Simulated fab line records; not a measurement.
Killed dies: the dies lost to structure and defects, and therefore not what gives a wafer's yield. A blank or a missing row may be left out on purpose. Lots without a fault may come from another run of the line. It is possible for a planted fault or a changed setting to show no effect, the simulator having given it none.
Problem report, 8D (eight disciplines) form, completed by code | flow berkeleyCmos170 | the parts of the form that need people (team, actions taken, sign-off) are left out

1. PROBLEM STATEMENT
Mean of exposureDoseMJCm2 at UCB170_V2_EXPOSE_09: 36.84 over 2 wafers from 1 lot, against 36.99 (standard deviation 0.033) on wafers with no fault. Measured from the usual mean, that is -4.7 standard deviations.
The step: exposes mask VIA2, target cd 700 nm.
The first sign was on wafer L870.1 at day 10 16:59, on krfScanner-01. At this step, 14 wafers from 5 lots have a number in the record. Rule for "out" (also "out of limits"): further than 4 standard deviations from the usual mean. The other wafers with a number count as sound.

2. WHAT IT IS, AND WHAT IT ISN'T
question                    | is                     | is not
which readings at this step | exposureDoseMJCm2      | reticleTempC
which lots                  | L870                   | L860, L864, L868, L880
which wafers of those lots  | all that have a number | -
read on which tools         | krfScanner-01          | krfScanner-02
when                        | from day 10 16:59      | up to then (9 sound wafers); but 3 sound wafers of L880 came after

3. SUSPECTS, AND WHAT RULES EACH OUT
Counting: any tool at a process step up to the reading is kept as a suspect provided that every lot that is out went through it and no sound lot did after the first of them.
- rieMetal-04 at UCB170_M2_METAL_ETCH_18 (etches Al in Cl2/BCl3, stops on SiO2, target depth 1170 nm, time 195 s): kept. It ran the lot that is out, L870 (day 10 14:49), and no sound lot after that; its last sound lot up to then is L864 (day 8 23:19).
- plasmaAsher-01 at UCB170_M2_STRIP_19 (strips in O2): kept. It ran the lot that is out, L870 (day 10 15:00), and no sound lot after that; its last sound lot up to then is L864 (day 8 23:29).
- pecvd-02 at UCB170_V2_CVD_00 (deposits SiO2 from TEOS/O2, target thk 2000 nm, time 250 s): kept. It ran the lot that is out, L870 (day 10 15:13), and no sound lot after that; its last sound lot up to then is L868 (day 9 23:20).
- cmp-02 at UCB170_V2_CMP_02 (polishes SiO2): kept. It ran the lot that is out, L870 (day 10 15:29), and no sound lot after that; its last sound lot up to then is L868 (day 9 23:33).
- krfScanner-01 at UCB170_V2_EXPOSE_09 (exposes mask VIA2, target cd 700 nm): kept. It ran the lot that is out, L870 (day 10 16:59), and no sound lot after that; its last sound lot up to then is L864 (day 9 01:17). Its own exposureDoseMJCm2 readings are out on those wafers.
Left after counting: rieMetal-04 at UCB170_M2_METAL_ETCH_18, plasmaAsher-01 at UCB170_M2_STRIP_19, pecvd-02 at UCB170_V2_CVD_00, cmp-02 at UCB170_V2_CMP_02, krfScanner-01 at UCB170_V2_EXPOSE_09.

4. THE CAUSE (what the simulator had put in)
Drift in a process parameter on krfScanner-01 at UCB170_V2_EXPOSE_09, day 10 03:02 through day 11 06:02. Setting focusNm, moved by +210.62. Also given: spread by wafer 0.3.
After counting, 5 suspects remain, this tool included.

5. THE EFFECT CHAIN, in route order
One row per reading whose mean, taken over the struck wafers that have a number, lies over 3 standard deviations from the usual. Only readings for which the record gives a usual standard deviation are gone through. hours: the time from each lot's start at the first step in this table that gives one to its start at this step, as a median over the lots. sigmas: the change in usual standard deviations.
hours | step                | reading           | usual | on struck wafers | change | sigmas
0     | UCB170_V2_EXPOSE_09 | exposureDoseMJCm2 | 36.99 | 36.84            | -0.16  | -4.7
Its process steps:
- UCB170_V2_EXPOSE_09: exposes mask VIA2, target cd 700 nm.

6. WHAT WOULD HAVE CAUGHT IT SOONER
First out-of-limits reading in this record: day 10 16:59, which is 14 hours after fault onset at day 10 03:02.
